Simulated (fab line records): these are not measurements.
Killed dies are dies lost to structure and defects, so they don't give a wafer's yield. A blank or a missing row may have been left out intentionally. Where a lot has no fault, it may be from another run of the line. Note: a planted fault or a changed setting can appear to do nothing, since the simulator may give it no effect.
2 desks looking at one fault ; flow rit cmos ; what lay behind the numbers comes last; until then each desk has only its own

## THE METROLOGY DESK
What the gauges read for every lot (on any tool): the sampled wafers with a number, averaged. Marked OUT: a lot whose mean sits more than 4 standard deviations from the usual mean, which makes it out of limits; the brackets give that distance.
Columns: A = PLDD_OVL at RIT_PLDD_OVL_MEAS_06, usual -0.2 nm; B = CONTACT_OVL at RIT_CONTACT_OVL_MEAS_09, usual 0.2 nm
lot;first seen here;A;B
L334;day 3 01:56;1.3;1.1
L335;day 3 10:13;-1.1;-2.0
L336;day 3 10:34;1.2;2.0
L337;day 3 20:06;1.1;0.9
L339;day 4 06:25;1.4;-3.0
L341;day 4 21:05;1.4;-0.0
L342;day 4 22:58;-0.4;0.9
L344;day 5 06:55;0.9;0.8
L346;day 5 13:22;-0.5;0.7
L347;day 5 22:26;-0.0;-1.5
L351;day 7 04:06;-2.8;1.0
L353;day 7 10:25;-1.0;-0.1
L354;day 7 10:53;-1.3;-0.5
L356;day 8 02:56;0.9;2.8
L357;day 8 13:29;-0.1;0.0
Finding of this desk: none of the 15 lots has anything out of limits.

## FOR THE TOOL OWNER'S DESK: rtp anneal-01
The tool's own readings at RIT_SILICIDE_RTA_04 (time 10 s, ramp up 5 s, ramp down 5 s): means of the sampled wafers that have a number, for each lot that ran on this tool. Marked OUT: a lot whose mean sits more than 4 standard deviations from the usual mean, which makes it out of limits; the brackets give that distance.
Columns: A = wafer_temp_C_max at RIT_SILICIDE_RTA_04, usual 653.0
lot;first seen here;A
L334;day 3 09:16;653.3
L336;day 3 17:54;652.8
L335;day 3 18:37;652.8
L339;day 4 15:02;653.5
L342;day 5 09:40;654.1
L344;day 5 15:25;653.0
L346;day 5 23:55;653.1
L353;day 7 19:20;794.1 (+99 or more) OUT
L354;day 7 19:34;793.0 (+99 or more) OUT
L356;day 8 10:16;793.4 (+99 or more) OUT
This desk's verdict: out of limits on L353, L354, L356, starting with L353 at day 7 19:20 (wafer_temp_C_max at RIT_SILICIDE_RTA_04). L334, L336, L335, L339, L342, L344, L346 stayed within limits.

## BROUGHT TOGETHER
On L353, L354, L356, at day 7 19:20, an alarm was possible from the tool owner's desk.
Metrology desk: nothing out of limits seen.
The metrology desk holds a record of L353, L354, L356, inside its limits.
RIT_SILICIDE_RTA_04 was run on rtp anneal-01 by each of the lots named.

## WHAT HAD BEEN PUT IN BY THE SIMULATOR
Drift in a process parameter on rtp anneal-01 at RIT_SILICIDE_RTA_04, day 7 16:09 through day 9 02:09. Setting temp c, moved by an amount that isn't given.
Lots struck among those shown: L353, L354, L356.
Each desk's first reading out of limits, in hours after the fault started: the tool owner's desk, 3.
